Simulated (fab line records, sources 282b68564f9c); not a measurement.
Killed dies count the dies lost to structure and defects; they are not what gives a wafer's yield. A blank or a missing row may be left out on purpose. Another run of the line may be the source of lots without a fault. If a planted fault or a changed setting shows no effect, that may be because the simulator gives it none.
Split-lot experiment || flow ritCmos || 5 lots, 23 wafers read, on a route of 202 steps

ON THE SPLIT
At RIT_PSD_IMPLANT_08, the setting energyKev was moved away from the recipe's 27 on 10 of the 23 wafers read, by +2.1% to +5.1%. All remaining wafers had this setting at the recipe value.

FROM THE SPLIT TO THE READING: what the file shows between them, 3 steps
- RIT_PSD_STRIP_09: strips in O2, time 180 s
- RIT_SDANNEAL_CLEAN_02: cleans in SC2, time 600 s
- RIT_SDANNEAL_RTA_03: time 5 s

THE READING
PSD_RS, in ohm/sq, at RIT_SDANNEAL_RS_MEAS_04 (measures by four-point-probe). On this fab line, fault-free wafers typically give 115.88 ohm/sq with a standard deviation of 0.3 ohm/sq.

{"wafer": "L074.1", "tool, chamber at the split": "implanter-04, 0", "energyKev as run": 27.57, "against the recipe": "+2.1%", "PSD_RS, ohm/sq": 114.43, "against lot-mates on the recipe": -1.45}
{"wafer": "L074.2", "tool, chamber at the split": "implanter-04, 0", "energyKev as run": 27, "against the recipe": "recipe", "PSD_RS, ohm/sq": 115.86, "against lot-mates on the recipe": "-"}
{"wafer": "L074.3", "tool, chamber at the split": "implanter-04, 0", "energyKev as run": 27.57, "against the recipe": "+2.1%", "PSD_RS, ohm/sq": 114.41, "against lot-mates on the recipe": -1.47}
{"wafer": "L074.4", "tool, chamber at the split": "implanter-04, 0", "energyKev as run": 27, "against the recipe": "recipe", "PSD_RS, ohm/sq": 115.90, "against lot-mates on the recipe": "-"}
{"wafer": "L074.6", "tool, chamber at the split": "implanter-04, 0", "energyKev as run": 27.57, "against the recipe": "+2.1%", "PSD_RS, ohm/sq": 114.54, "against lot-mates on the recipe": -1.34}
{"wafer": "L075.1", "tool, chamber at the split": "implanter-04, 0", "energyKev as run": 28.39, "against the recipe": "+5.1%", "PSD_RS, ohm/sq": 113.18, "against lot-mates on the recipe": -2.94}
{"wafer": "L075.2", "tool, chamber at the split": "implanter-04, 0", "energyKev as run": 28.39, "against the recipe": "+5.1%", "PSD_RS, ohm/sq": 113.51, "against lot-mates on the recipe": -2.61}
{"wafer": "L075.3", "tool, chamber at the split": "implanter-04, 0", "energyKev as run": 27, "against the recipe": "recipe", "PSD_RS, ohm/sq": 116.12, "against lot-mates on the recipe": "-"}
{"wafer": "L075.4", "tool, chamber at the split": "implanter-04, 0", "energyKev as run": 28.39, "against the recipe": "+5.1%", "PSD_RS, ohm/sq": 113.36, "against lot-mates on the recipe": -2.77}
{"wafer": "L075.5", "tool, chamber at the split": "implanter-04, 0", "energyKev as run": 27, "against the recipe": "recipe", "PSD_RS, ohm/sq": 116.13, "against lot-mates on the recipe": "-"}
{"wafer": "L078.1", "tool, chamber at the split": "implanter-03, 0", "energyKev as run": 27.77, "against the recipe": "+2.9%", "PSD_RS, ohm/sq": 114.59, "against lot-mates on the recipe": -1.51}
{"wafer": "L078.2", "tool, chamber at the split": "implanter-03, 0", "energyKev as run": 27, "against the recipe": "recipe", "PSD_RS, ohm/sq": 116.20, "against lot-mates on the recipe": "-"}
{"wafer": "L078.4", "tool, chamber at the split": "implanter-03, 0", "energyKev as run": 27, "against the recipe": "recipe", "PSD_RS, ohm/sq": 115.91, "against lot-mates on the recipe": "-"}
{"wafer": "L078.5", "tool, chamber at the split": "implanter-03, 0", "energyKev as run": 27.77, "against the recipe": "+2.9%", "PSD_RS, ohm/sq": 114.53, "against lot-mates on the recipe": -1.57}
{"wafer": "L078.6", "tool, chamber at the split": "implanter-03, 0", "energyKev as run": 27, "against the recipe": "recipe", "PSD_RS, ohm/sq": 116.18, "against lot-mates on the recipe": "-"}
{"wafer": "L079.3", "tool, chamber at the split": "implanter-03, 0", "energyKev as run": 27, "against the recipe": "recipe", "PSD_RS, ohm/sq": 115.95, "against lot-mates on the recipe": "-"}
{"wafer": "L079.4", "tool, chamber at the split": "implanter-03, 0", "energyKev as run": 27, "against the recipe": "recipe", "PSD_RS, ohm/sq": 115.55, "against lot-mates on the recipe": "-"}
{"wafer": "L079.5", "tool, chamber at the split": "implanter-03, 0", "energyKev as run": 27, "against the recipe": "recipe", "PSD_RS, ohm/sq": 116.02, "against lot-mates on the recipe": "-"}
{"wafer": "L084.1", "tool, chamber at the split": "implanter-04, 0", "energyKev as run": 27, "against the recipe": "recipe", "PSD_RS, ohm/sq": 116.20, "against lot-mates on the recipe": "-"}
{"wafer": "L084.2", "tool, chamber at the split": "implanter-04, 0", "energyKev as run": 27, "against the recipe": "recipe", "PSD_RS, ohm/sq": 116.37, "against lot-mates on the recipe": "-"}
{"wafer": "L084.4", "tool, chamber at the split": "implanter-04, 0", "energyKev as run": 27, "against the recipe": "recipe", "PSD_RS, ohm/sq": 116.28, "against lot-mates on the recipe": "-"}
{"wafer": "L084.5", "tool, chamber at the split": "implanter-04, 0", "energyKev as run": 27.84, "against the recipe": "+3.1%", "PSD_RS, ohm/sq": 113.93, "against lot-mates on the recipe": -2.35}
{"wafer": "L084.6", "tool, chamber at the split": "implanter-04, 0", "energyKev as run": 27.84, "against the recipe": "+3.1%", "PSD_RS, ohm/sq": 114.28, "against lot-mates on the recipe": -2.00}

THE FIT
A straight line over all 23 wafers: PSD_RS changes by -0.549 ohm/sq for each +1% of energyKev; r = -0.97; the points scatter about the line by 0.25 ohm/sq.
The same after taking each lot's own level away (the mean of its wafers on the recipe; 23 wafers): -0.567 ohm/sq for each +1%; r = -0.98; scatter 0.2 ohm/sq.
That fit puts the effect of the largest move of energyKev on the reading at 2.9 ohm/sq.
From 115.840 to 116.283 ohm/sq: that is the span of the lots' own levels, equal to 1.5 times the standard deviation above.
So the lot-to-lot level changes the slope little: the two slopes agree.
Check: -2.96 ohm/sq against its lot-mates is what the line predicts for one of the wafers moved furthest among these (+5.1%) when that wafer is left out of the fit. Against them it came out at -2.94 ohm/sq.

FURTHER SPLITS ON THESE WAFERS
These wafers also went through other splits before the reading. Each is held against what the fit with the lots' levels taken away leaves over:
{"other split on the same wafers": "RIT_SPACER_CLEAN_00 timeS", "wafers away from the commonest value": 15, "r with PSD_RS (lot level and that fit taken away)": "+0.03"}

THE WHOLE CHAIN: every reading that the file lists as answering this split, in the file's order
{"step": "RIT_PSD_IMPLANT_08", "what it does": "", "reading": "implant.rpNm (the simulator's own value, which no gauge read)", "change (the file's fit)": "+0.175 nm for each +1% of the setting", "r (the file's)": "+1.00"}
{"step": "RIT_PSD_IMPLANT_08", "what it does": "", "reading": "implant.drpNm (the simulator's own value, which no gauge read)", "change (the file's fit)": "+0.0843 nm for each +1% of the setting", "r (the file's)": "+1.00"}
{"step": "RIT_SDANNEAL_RS_MEAS_04", "what it does": "measures by four-point-probe", "reading": "PSD_RS", "change (the file's fit)": "-0.582 for each +1% of the setting", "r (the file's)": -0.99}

THE FILE'S OWN FIT
PSD_RS changes by -0.582 ohm/sq for each +1% of energyKev, r = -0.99.
